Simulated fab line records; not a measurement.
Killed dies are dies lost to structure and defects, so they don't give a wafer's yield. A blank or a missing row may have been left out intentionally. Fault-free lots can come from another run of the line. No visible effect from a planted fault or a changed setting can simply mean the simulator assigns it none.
The tool behind it: which one? | flow rit_cmos | Sampling: 14 lots, 42 wafers, 2 of 202 route steps

== WHAT THE GAUGES SHOWED, per wafer ==
RIT_FOX1_THK_MEAS_01.
lot  | measured    | on            | FOX1_OXIDE_THK (nm)
L138 | day 1 18:13 | film_metro-02 | 351 352 351
L139 | day 2 00:11 | film_metro-02 | 356 354 361
L140 | day 2 03:01 | film_metro-03 | 360 357 356
L141 | day 2 10:46 | film_metro-03 | 351 356 358
L143 | day 2 19:04 | film_metro-03 | 368 363 372
L144 | day 3 00:28 | film_metro-02 | 359 358 368
L145 | day 3 05:23 | film_metro-03 | 349 344 344
L146 | day 3 10:58 | film_metro-01 | 357 354 351
L147 | day 3 14:08 | film_metro-03 | 413 407 408
L151 | day 4 11:14 | film_metro-02 | 404 408 413
L152 | day 4 15:39 | film_metro-03 | 356 359 355
L155 | day 5 07:44 | film_metro-03 | 354 351 357
L157 | day 5 16:14 | film_metro-01 | 346 343 350
L160 | day 6 08:05 | film_metro-03 | 359 359 362

== EACH LOT AND THE TOOL THAT RAN IT (in order: tool; ch and the chambers of the sampled wafers; start) ==
lot  | RIT_FOX1_OXIDATION_00
L138 | furnace-03 ch 0, day 1 16:52
L139 | furnace-02 ch 0, day 1 22:52
L140 | furnace-02 ch 0, day 2 01:40
L141 | furnace-03 ch 0, day 2 09:28
L143 | furnace-02 ch 0, day 2 17:44
L144 | furnace-02 ch 0, day 2 23:07
L145 | furnace-03 ch 0, day 3 04:03
L146 | furnace-03 ch 0, day 3 09:39
L147 | furnace-03 ch 0, day 3 12:49
L151 | furnace-03 ch 0, day 4 09:54
L152 | furnace-02 ch 0, day 4 14:20
L155 | furnace-01 ch 0, day 5 06:25
L157 | furnace-02 ch 0, day 5 14:55
L160 | furnace-02 ch 0, day 6 06:47
- RIT_FOX1_OXIDATION_00: target thk 350.7 nm, ox time 1130 s.

== AS READ BY THE TOOLS THEMSELVES (means over the sampled wafers that have a number; for cases with no such wafer, the mark the record gives instead) ==
RIT_FOX1_OXIDATION_00.
lot  | tool       | spike_tc_centre_C (C) | spike_tc_load_C (C) | spike_tc_source_C (C) | tube_center_temp_C (C) | tube_center_temp_C_max | zone_power_source_pct (%)
L138 | furnace-03 | 1101.7                | 1122.6              | 1126                  | 1100                   | 1103.1                 | 41.4
L139 | furnace-02 | 1102.3                | 1125.5              | 1120                  | 1100                   | 1102.9                 | 43.7
L140 | furnace-02 | 1102.3                | 1124.8              | 1119                  | 1100                   | 1102.7                 | 43.8
L141 | furnace-03 | 1102.8                | 1124.3              | 1126                  | 1100                   | 1102.6                 | 41.4
L143 | furnace-02 | 1103.4                | 1126.0              | 1120                  | 1100                   | 1102.3                 | 43.7
L144 | furnace-02 | 1102.8                | 1126.1              | 1119                  | 1100                   | 1103.2                 | 43.9
L145 | furnace-03 | 1100.8                | 1122.4              | 1126                  | 1100                   | 1102.9                 | 41.1
L146 | furnace-03 | 1100.9                | 1123.5              | 1126                  | 1100                   | 1102.4                 | 41.0
L147 | furnace-03 | 1137.4                | 1157.9              | 1161                  | 1135                   | 1138.2                 | 44.9
L151 | furnace-03 | 1136.9                | 1158.8              | 1162                  | 1135                   | 1138.3                 | 44.4
L152 | furnace-02 | 1103.8                | 1125.2              | 1119                  | 1100                   | 1102.9                 | 43.9
L155 | furnace-01 | 1103.1                | 1123.7              | 1126                  | 1100                   | 1103.0                 | 40.8
L157 | furnace-02 | 1102.8                | 1125.9              | 1119                  | 1100                   | 1102.9                 | 44.0
L160 | furnace-02 | 1102.1                | 1125.8              | 1119                  | 1100                   | 1102.9                 | 44.4

== THE ANSWER, worked out from the rows above alone ==
Rule: the lots themselves supply what counts as usual. Put in order of their means at a reading, lots are off if they are a third of the lots or fewer, leave a main group of 4 or more, and stand apart from it by a gap of 3 or more times the standard deviation of the main group's means; of several such gaps the widest counts. A main group is skipped when, at the precision printed for the reading in the tables above, its means are all equal. A lot without any number at a reading at which 4 lots or more have one is off too. Any other lot the step has rows for is counted as sound. First the gauges in route order, then the tools' own readings, where a lot's mean is used as printed above. At the first step where some lot is off, the reading lying furthest off is the one used; lots without a number count as furthest.
Off: at RIT_FOX1_THK_MEAS_01 (FOX1_OXIDE_THK), L147, L151. For the main group the mean is 356 nm and the standard deviation 5.9.
A tool fits if, at a process step before that reading, it ran every lot that is off, and no sound lot after the first of them. The gauges at RIT_FOX1_THK_MEAS_01 aren't tried: what is off there is off at RIT_FOX1_OXIDATION_00 too, on other tools, and a gauge's error can't cause that. One candidate fits, namely furnace-03 at RIT_FOX1_OXIDATION_00. A fault onset in the window from L146 (day 3 09:39, its last sound lot) to L147 (day 3 12:49, its first lot off) fits.
The tool's own readings at RIT_FOX1_OXIDATION_00 bear it out: on the lots that are off they differ by more than 5 times the standard deviation of the sound lots' means. spike_tc_centre_C reads 1137.2 C there against 1102.4 C on the sound lots; spike_tc_load_C reads 1158.3 C there against 1124.7 C on the sound lots; spike_tc_source_C reads 1162 C there against 1122 C on the sound lots; tube_center_temp_C reads 1135 C there against 1100 C on the sound lots; tube_center_temp_C_max reads 1138.2 there against 1102.8 on the sound lots.

== WHAT THE SIMULATOR PUT IN ==
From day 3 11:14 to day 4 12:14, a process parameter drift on furnace-03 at RIT_FOX1_OXIDATION_00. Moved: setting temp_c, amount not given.
Shown lots that were struck: L147, L151. Same finding as the rule above.
